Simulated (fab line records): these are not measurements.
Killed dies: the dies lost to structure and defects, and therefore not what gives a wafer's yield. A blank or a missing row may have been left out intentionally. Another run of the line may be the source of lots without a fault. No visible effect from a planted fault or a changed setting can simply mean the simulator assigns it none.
A lot that was struck, set against a sound lot | flow rit-cmos | 42 out of 202 route steps
Sound: the wafers L512.1, L512.3, L512.5. Wafers L511.3, L511.5, L511.6 were the ones struck. The cause is named last.
Each step with rows lists, per side, the tool, then ch with its chambers, then its first start. Under that, the readings that differ: sound wafers | struck wafers | difference of the means | sigmas: that difference in standard deviations of wafers without a fault.
alike: same words and numbers on both sides, and readings whose means sit less than 2 such deviations apart. not compared: any withheld reading, any reading some wafer has no value for, any bound like >300 that may hide the same value, and any number with overlapping values for which the record gives no deviation.
A row with sigmas, a row that says differs or no value, or rows on one side alone: a step with any of these is where the two part. Non-overlapping numbers with no deviation appear without sigmas and do not part them. Lack of a reading on every wafer of one side parts them only where that side has two or more wafers.

RIT_ACTIVE_BOW_MEAS_00:
  sound on film-metro-04, day 5 04:00; struck on film-metro-04, day 4 23:02
  alike: INCOMING_BOW
then, 1 step without rows for these wafers: RIT_ACTIVE_OXIDATION_01 (target thk 46.8 nm, ox time 3360 s).
RIT_ACTIVE_THK_MEAS_02:
  sound on film-metro-03, day 5 06:03; struck on film-metro-03, day 5 01:04
  alike: ACTIVE_OXIDE_THK
then, 1 step without rows for these wafers: RIT_ACTIVE_CVD_03 (deposits Si3N4 from SiH2Cl2/NH3, target thk 150 nm, time 1500 s).
RIT_ACTIVE_THK_MEAS_04:
  sound on film-metro-03, day 5 08:14; struck on film-metro-03, day 5 02:33
  alike: ACTIVE_NITRIDE_THK
then, 5 steps without rows for these wafers: RIT_ACTIVE_HMDS_05 (prime time 60 s); RIT_ACTIVE_COAT_06 (resist thk 1000 nm); RIT_ACTIVE_SOFTBAKE_07 (time 60 s); RIT_ACTIVE_EXPOSE_08 (exposes mask M1, target cd 1400 nm); RIT_ACTIVE_PEB_09.
RIT_ACTIVE_DEVELOP_10: develop time 50 s.
  sound on litho-track-01 ch 0, day 5 09:00; struck on litho-track-02 ch 0, day 5 03:00
  reading              | sound             | struck            | difference | sigmas
  developer-temp-C (C) | 23.05 23.15 23.07 | 20.61 20.74 20.67 | -2.42      | -22
RIT_ACTIVE_CD_MEAS_11 targets a cd of 1400 nm.
  sound on cd-sem-01, day 5 09:09; struck on cd-sem-02, day 5 03:36
  reading    | sound                | struck               | difference | sigmas
  cd-nm (nm) | 1400.6 1400.0 1399.8 | 1395.6 1395.9 1394.2 | -4.9       | -2
then, 1 step without rows for these wafers: RIT_ACTIVE_HARDBAKE_12 (time 60 s).
RIT_ACTIVE_ETCH_13: etches Si3N4 in SF6, stops on SiO2, time 210 s, target depth 210 nm.
  sound on rie-diel-03 ch 0,2,3, day 5 09:25; struck on rie-diel-03 ch 2,3, day 5 04:06
  alike: drypump-motor-current-A, oes-product-au, throttle-valve-pct
  not compared: rf-hours-counter-h
RIT_ACTIVE_STRIP_14: strips in O2, time 180 s.
  sound on plasma-asher-03 ch 0,1, day 5 09:33; struck on plasma-asher-02 ch 0,1, day 5 04:17
  alike: drypump-motor-current-A
  not compared: rf-hours-counter-h
RIT_ACTIVE_CD_MEAS_90 targets a cd of 1400 nm.
  sound on cd-sem-01, day 5 09:44; struck on cd-sem-01, day 5 04:27
  alike: cd-nm
then, 4 steps without rows for these wafers: RIT_ACTIVE_CLEAN_15 (cleans in SC1, time 600 s); RIT_ACTIVE_CLEAN_16 (cleans in dHF, time 30 s); RIT_ACTIVE_CLEAN_17 (cleans in SC2, time 600 s); RIT_FOX1_OXIDATION_00 (target thk 350.7 nm, ox time 1130 s).
RIT_FOX1_THK_MEAS_01:
  sound on film-metro-01, day 5 11:32; struck on film-metro-02, day 5 06:14
  alike: FOX1_OXIDE_THK
then, 2 steps without rows for these wafers: RIT_FOX1_WET_ETCH_02 (etches SiO2 in BOE, target depth 350 nm, time 390 s); RIT_FOX2_OXIDATION_00 (target thk 350.7 nm, ox time 1130 s).
RIT_FOX2_THK_MEAS_01:
  sound on film-metro-02, day 5 13:02; struck on film-metro-01, day 5 07:44
  alike: FOX2_OXIDE_THK
then, 2 steps without rows for these wafers: RIT_FOX2_CLEAN_02 (cleans in dHF, time 180 s); RIT_FOX2_WET_ETCH_03 (etches Si3N4 in H3PO4, target depth 195 nm, time 2700 s).
RIT_FOX2_THK_MEAS_90:
  sound on film-metro-02, day 5 13:55; struck on film-metro-01, day 5 08:37
  alike: FIELD_OXIDE_LEFT_1_THK
then, 6 steps without rows for these wafers: RIT_NWELL_HMDS_00 (prime time 60 s); RIT_NWELL_COAT_01 (resist thk 1300 nm); RIT_NWELL_SOFTBAKE_02 (time 60 s); RIT_NWELL_EXPOSE_03 (exposes mask M2, target cd 43900 nm); RIT_NWELL_PEB_04; RIT_NWELL_DEVELOP_05 (develop time 68 s).
RIT_NWELL_OVL_MEAS_06:
  sound on overlay-02, day 5 14:51; struck on overlay-02, day 5 09:33
  alike: NWELL_OVL
then, 2 steps without rows for these wafers: RIT_NWELL_HARDBAKE_07 (time 120 s); RIT_NWELL_IMPLANT_08.
RIT_NWELL_STRIP_09: strips in O2, time 180 s.
  sound on plasma-asher-04 ch 0, day 5 15:28; struck on plasma-asher-01 ch 0,1, day 5 10:02
  alike: drypump-motor-current-A
  not compared: rf-hours-counter-h
RIT_NWELL_TW_MEAS_10:
  sound on film-metro-04, day 5 15:39; struck on film-metro-01, day 5 10:10
  alike: NWELL_TW
then, 2 steps without rows for these wafers: RIT_PWELL_HMDS_00 (prime time 60 s); RIT_PWELL_COAT_01 (resist thk 1300 nm).
RIT_GATE_ETCH_19: etches poly-Si in SF6/CHF3/O2, stops on SiO2, time 165 s, target depth 312.5 nm.
  sound on rie-si-01 ch 0,1, day 6 06:45; struck on rie-si-02 ch 0,1,2, day 6 02:02
  reading               | sound             | struck      | difference | sigmas
  model.GATE.cd-nm (nm) | 147.8 147.1 146.1 | 152 152 150 | +4         |
  alike: drypump-motor-current-A, oes-product-au, throttle-valve-pct
  not compared: rf-hours-counter-h
RIT_M1_PROBE_99:
  sound on prober-01, day 7 03:02; struck on prober-02, day 6 22:25
  reading                              | sound             | struck            | difference | sigmas
  model.etest.pmos_0p15.r-on-ohm-um    | 2711 2731 2681    | 2890 2908 2744    | +140       |
  model.etest.pmos_0p15.drive-ua-um    | 260.2 261.3 263.6 | 243.3 244.9 255   | -14.0      |
  model.etest.npoly-line.line-ohm-um   | 171.2 175.6 178.6 | 161.6 162.4 163   | -12.8      |
  model.etest.ppoly-line.line-ohm-um   | 165.5 168.5 169.1 | 159 156.4 161.2   | -9         |
  model.etest.ppoly-line.width-nm (nm) | 99.86 99.63 98.12 | 104 104 102.8     | +4         |
  model.etest.npoly-line.width-nm (nm) | 99.1 99.06 97.25  | 103.1 103.4 101.5 | +4.2       |
  alike: killed-at-front-end, killed-dies, killed-open, killed-short
  not compared: model.etest.pmos-turned.r-on-ohm-um, model.etest.nmos_0p15.drive-ua-um

WHERE THEY PART
First at RIT_ACTIVE_DEVELOP_10; last, within this record, at RIT_ACTIVE_CD_MEAS_11. Later steps at which nothing parts them and some readings are alike: RIT_ACTIVE_ETCH_13, RIT_ACTIVE_STRIP_14, RIT_ACTIVE_CD_MEAS_90, RIT_FOX1_THK_MEAS_01, RIT_FOX2_THK_MEAS_01, RIT_FOX2_THK_MEAS_90, RIT_NWELL_OVL_MEAS_06, RIT_NWELL_STRIP_09, RIT_NWELL_TW_MEAS_10, RIT_GATE_ETCH_19, RIT_M1_PROBE_99.

WHY: whatever the simulator had introduced
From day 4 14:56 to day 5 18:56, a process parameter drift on litho-track-02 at RIT_ACTIVE_DEVELOP_10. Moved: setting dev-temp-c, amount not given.
